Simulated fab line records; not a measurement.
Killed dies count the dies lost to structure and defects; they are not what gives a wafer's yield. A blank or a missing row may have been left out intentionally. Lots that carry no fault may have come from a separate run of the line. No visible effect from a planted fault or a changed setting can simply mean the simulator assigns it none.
Struck lot and sound lot, side by side | flow berkeleyCmos170 | 15 steps out of a route of 331
Sound: the wafers L400.1, L400.2, L400.6. The struck wafers were L411.1, L411.2, L411.3. At the end, the cause is stated.
Per side, at each step with rows, come the tool, then ch with its chambers, and then its first start. Under that, the readings that differ: sound wafers | struck wafers | difference of the means | sigmas: that difference in standard deviations of wafers without a fault.
alike: a reading whose means differ by less than 2 such deviations, as well as words and numbers matching on both sides. not compared: withheld readings; readings where some wafer has no value; bounds like >300 that might hide an equal value; numbers whose values overlap and for which the record gives no deviation.
A row with sigmas, a row that says differs or no value, or rows on one side alone: a step with any of these is where the two part. Numbers that have no deviation but don't overlap get no sigmas and don't part them. A reading missing from all wafers of one side parts the sides only when that side holds two or more wafers.

first, 4 steps without rows for these wafers: UCB170_M2_SOFTBAKE_11 (time 60 s); UCB170_M2_EXPOSE_12 (exposes mask METAL2, target cd 700 nm); UCB170_M2_PEB_13; UCB170_M2_DEVELOP_14 (develop time 45 s).
UCB170_M2_CD_MEAS_15: target cd 700 nm.
  sound on cdSem-01 at day 8 03:49; struck on cdSem-02 at day 10 06:01
  alike: cdNm
UCB170_M2_OVL_MEAS_16:
  sound on overlay-02 at day 8 03:56; struck on overlay-02 at day 10 06:08
  alike: M2_OVL
UCB170_M2_ETCH_17: etches BARC in N2/H2.
  sound on rieDiel-03 ch 0,2, day 8 03:58; struck on rieDiel-01 ch 0,1,3, day 10 06:11
reading              | sound             | struck            | difference | sigmas
throttleValvePct (%) | 13.67 13.44 13.68 | 13.31 13.12 13.25 | -0.37      | -2
  alike: chamberPressureMTorr, drypumpMotorCurrentA, h2FlowSccm, oesProductAu
UCB170_M2_METAL_ETCH_18: etches Al in Cl2/BCl3, stops on SiO2, target depth 1170 nm, time 195 s.
  sound on rieMetal-03 ch 0,1, day 8 04:01; struck on rieMetal-02 ch 0,1, day 10 06:13
  alike: chamberPressureMTorr, drypumpMotorCurrentA, oesProductAu, throttleValvePct
  not compared: rfHoursCounterH
UCB170_M2_STRIP_19: strips in O2.
  sound on plasmaAsher-01 ch 0,1, day 8 04:12; struck on plasmaAsher-02 ch 0,1, day 10 06:25
  alike: chamberPressureMTorr, drypumpMotorCurrentA, oesProductAu
  not compared: rfHoursCounterH
UCB170_M2_CD_MEAS_90: target cd 700 nm.
  sound on cdSem-02 at day 8 04:18; struck on cdSem-01 at day 10 06:31
  alike: cdNm
UCB170_V2_CVD_00: deposits SiO2 from TEOS/O2, target thk 2000 nm, time 250 s.
  sound on pecvd-03 ch 0,1,2, day 8 04:25; struck on pecvd-03 ch 0,1,2, day 10 06:38
  alike: heaterPowerW
UCB170_V2_THK_MEAS_01:
  sound on filmMetro-03 at day 8 04:35; struck on filmMetro-02 at day 10 06:47
  alike: V2_TEOS_THK
UCB170_V2_CMP_02: polishes SiO2.
  sound on cmp-01 ch 1,2,3, day 8 04:44; struck on cmp-01 ch 0,2,3, day 10 06:54
reading              | sound             | struck            | difference | sigmas
edgeZonePressureFrac | 1.002 0.998 0.999 | 1.046 1.038 1.030 | +0.038     | +7
  alike: motorCurrentA
UCB170_V2_BOW_MEAS_03:
  sound on filmMetro-03 at day 8 04:56; struck on filmMetro-02 at day 10 07:09
  alike: V2_BOW
UCB170_M3_PROBE_99:
  rows exist in the record for the sound wafers here (prober-02, day 8 12:19), none for the struck ones

WHERE THEY PART
Earliest at UCB170_M2_ETCH_17; latest, in this record, at UCB170_M3_PROBE_99.

WHY: what had been put in by the simulator
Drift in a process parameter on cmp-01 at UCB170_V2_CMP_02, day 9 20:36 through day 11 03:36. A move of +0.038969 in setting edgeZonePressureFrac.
